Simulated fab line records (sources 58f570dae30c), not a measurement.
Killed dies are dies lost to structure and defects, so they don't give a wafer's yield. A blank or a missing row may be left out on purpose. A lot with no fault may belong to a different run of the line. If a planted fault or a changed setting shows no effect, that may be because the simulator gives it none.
Which tool is to blame? | flow berkeleyCmos170 | 7 lots with 21 wafers sampled at 2 steps, on a route of 331 steps

== WHAT THE GAUGES READ, wafer by wafer ==
UCB170_V2_THK_MEAS_04.
lot  | measured     | on           | V2_POLISHED_THK (nm)
L238 | day 7 13:02  | filmMetro-02 | 999.8 1001.5 1000.0
L241 | day 8 01:49  | filmMetro-03 | 998.4 999.8 1000.5
L243 | day 8 15:16  | filmMetro-03 | 999.7 999.3 999.6
L247 | day 10 03:40 | filmMetro-04 | 1346.7 1361.8 1361.5
L251 | day 10 07:22 | filmMetro-04 | 1352.5 1357.0 1359.7
L255 | day 10 23:09 | filmMetro-02 | 1002.0 1000.6 1000.7
L261 | day 12 06:48 | filmMetro-03 | 1002.3 1000.4 999.4

== TOOL THAT RAN EACH LOT (tool first, then ch and the chambers of the sampled wafers, then the start) ==
lot  | UCB170_V2_CMP_02
L238 | cmp-02 ch 1,3, day 7 12:37
L241 | cmp-01 ch 0,1, day 8 01:24
L243 | cmp-02 ch 0,1, day 8 14:53
L247 | cmp-02 ch 1,3, day 10 03:14
L251 | cmp-02 ch 2,3, day 10 06:56
L255 | cmp-01 ch 0,1, day 10 22:47
L261 | cmp-01 ch 2,3, day 12 06:22
- UCB170_V2_CMP_02: polishes SiO2.

== THE ANSWER, worked out from the rows above alone ==
Rule: usual is defined by the lots themselves. The widest of any qualifying gaps counts: lots, ordered by their means at a reading, are off when they make up no more than a third of the lots, leave a main group of 4 or more, and stand apart from it by 3 or more times the standard deviation of that group's means. Not used: any main group whose means are identical at the precision the tables above print for the reading. Also off: a lot with no number at a reading for which 4 or more lots have one. Any other lot the step has rows for is counted as sound.
Off: L247, L251, at UCB170_V2_THK_MEAS_04 (V2_POLISHED_THK). The main group: mean 1000.3 nm, standard deviation 0.62.
A tool fits if, at a process step before that reading, it ran every lot that is off, and no sound lot after the first of them. Those tools and the gauges at UCB170_V2_THK_MEAS_04 are tried in the same way. This does not decide it: 2 tools fit, namely cmp-02 at UCB170_V2_CMP_02 and filmMetro-04 at UCB170_V2_THK_MEAS_04.

== WHAT WAS PUT IN BY THE SIMULATOR ==
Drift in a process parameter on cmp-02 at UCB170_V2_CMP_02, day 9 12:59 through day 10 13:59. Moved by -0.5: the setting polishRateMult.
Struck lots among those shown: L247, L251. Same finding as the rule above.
